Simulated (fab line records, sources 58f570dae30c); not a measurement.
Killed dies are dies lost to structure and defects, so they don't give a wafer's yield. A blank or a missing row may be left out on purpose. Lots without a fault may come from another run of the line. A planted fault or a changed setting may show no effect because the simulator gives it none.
fab line records | flow berkeley_cmos170
record lots=14 wafers=42 last_day=14
route steps=331 shown NVT@111
lots that met no fault: from a run of the same line without faults
start_h: hours from the record's first day to the start of the lot's first wafer shown | wait_h: hours since the lot's step before | " the same as in the row above | L1.1+2: a row that stands for several wafers | - no value, or no start given | * or withheld: withheld | < > ~ a bound
route shown NAME@n: a module of which the file shows steps, and the number in the route of the first | usual: mean/standard deviation of fault-free wafers | same: alike in all rows | chamber/n: place in a boat | sites: the reading at each site | _std_site: their standard deviation | _edge_site: outer sites' mean less inner sites' | radius_mm: how far each site lies from the wafer's centre | mask NAME#n: copy n | behind: the tool/chamber that last shaped the wafer | hold: why the lot was held/for how many hours/how that ended | device: the transistor (n, p or np) that didn't switch | end of line: the same wafers' tests at the end of the route | a step without rows: its recipe alone | killed: dies lost to structure and defects at the first sort, not the wafer's yield | map: a wafer's dies, x killed, . not, _ none there
set.NAME: the setting as run; set.NAME@STEP: as run at that earlier step | model.NAME: the simulator's own value behind a step, which no gauge read
steps of the route over a sample of lots; a table a step, a row a wafer
services: from which hour (start_h, from the record's first day; less than 0 if before it) a tool's chamber was out of use, for how many hours, and why
## steps
# step UCB170_NVT_IMPLANT_07
# recipe species=BF2 dose_cm2=3e+12 energy_kev=50 tilt_deg=7
# same implant_ion_amu=49
# columns lot.wafer tool chamber start_h wait_h
L218.1+3+4 implanter-01 0 139.41 0.0
L220.2+3+4 implanter-01 0 155.58 0.0
L222.2+5+6 implanter-02 0 155.64 0.0
L224.1+2+3 implanter-04 0 168.24 0.0
L225.2+3+4 implanter-02 0 168.24 0.0
L223.4+5+6 implanter-01 0 168.56 0.1
L227.3+4+6 implanter-04 0 181.56 0.1
L227.3+4+6 implanter-04 0 181.87 0.3
L226.1+3+4 implanter-02 0 181.62 0.0
L226.1+3+4 implanter-02 0 181.94 0.3
L237.1+2+5 implanter-01 0 236.02 0.0
L236.4+5+6 implanter-04 0 236.15 0.1
L240.1+2+5 implanter-01 0 242.30 0.0
L238.1+2+4 implanter-02 0 242.41 0.0
L239.2+3+4 implanter-04 0 242.68 0.0
L241.1+2+5 implanter-02 0 259.17 0.0
# step UCB170_NVT_TW_MEAS_09
# usual NVT_TW=525/4.8
# columns lot.wafer tool chamber start_h wait_h NVT_TW
L218.1 film_metro-03 - 139.66 0.1 525
L218.3 " - " " 528
L218.4 " - " " 526
L220.2 film_metro-01 - 155.81 0.1 530
L220.3 " - " " 527
L220.4 " - " " 525
L222.2 film_metro-02 - 155.87 0.1 519
L222.5 " - " " 519
L222.6 " - " " 518
L225.2 film_metro-01 - 168.47 0.1 533
L225.3 " - " " 534
L225.4 " - " " 531
L224.1 film_metro-03 - 168.49 0.1 529
L224.2 " - " " 528
L224.3 " - " " 524
L223.4 film_metro-02 - 168.77 0.1 518
L223.5 " - " " 519
L223.6 " - " " 518
L226.1 film_metro-01 - 182.19 0.1 661
L226.3 " - " " 661
L226.4 " - " " 663
L227.3 film_metro-02 - 182.21 0.2 644
L227.4 " - " " 645
L227.6 " - " " 642
L237.1 film_metro-02 - 236.27 0.1 520
L237.2 " - " " 518
L237.5 " - " " 517
L236.4 film_metro-03 - 236.35 0.1 532
L236.5 " - " " 530
L236.6 " - " " 530
L240.1 film_metro-01 - 242.55 0.1 527
L240.2 " - " " 531
L240.5 " - " " 526
L238.1 film_metro-01 - 242.66 0.1 528
L238.2 " - " " 526
L238.4 " - " " 528
L239.2 film_metro-03 - 242.91 0.1 524
L239.3 " - " " 526
L239.4 " - " " 526
L241.1 film_metro-02 - 259.42 0.1 523
L241.2 " - " " 523
L241.5 " - " " 521
## services
# columns tool chamber start_h hours kind
implanter-02 - 131.69 8.8 pm
implanter-02 - 143.82 2.2 repair
implanter-02 - 160.60 1.2 repair
implanter-01 - 184.59 3.9 pm
implanter-01 - 228.60 3.3 repair
implanter-01 - 243.24 2.1 repair
## key
first_sign step=UCB170_NVT_IMPLANT_07 reading=visit direction=added
effect step=UCB170_NVT_TW_MEAS_09 reading=NVT_TW direction=up sigmas=27 usual=525 struck=653
met_at UCB170_NVT_IMPLANT_07
struck_lots L226,L227
tester_left_out L226,L227
fault kind=repeated_step_whole tool=implanter-01,implanter-02,implanter-04 chamber=- onset_h=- steps=UCB170_NVT_IMPLANT_07 times=1 scope=struck_lots_only
# tester_left_out: of these lots the tester's yield and bins aren't shown, on N5 and GAA mostly nor the transistor test; their killed dies are dies lost to structure and defects alone, not to doping, threshold or leakage, so they don't give the yield
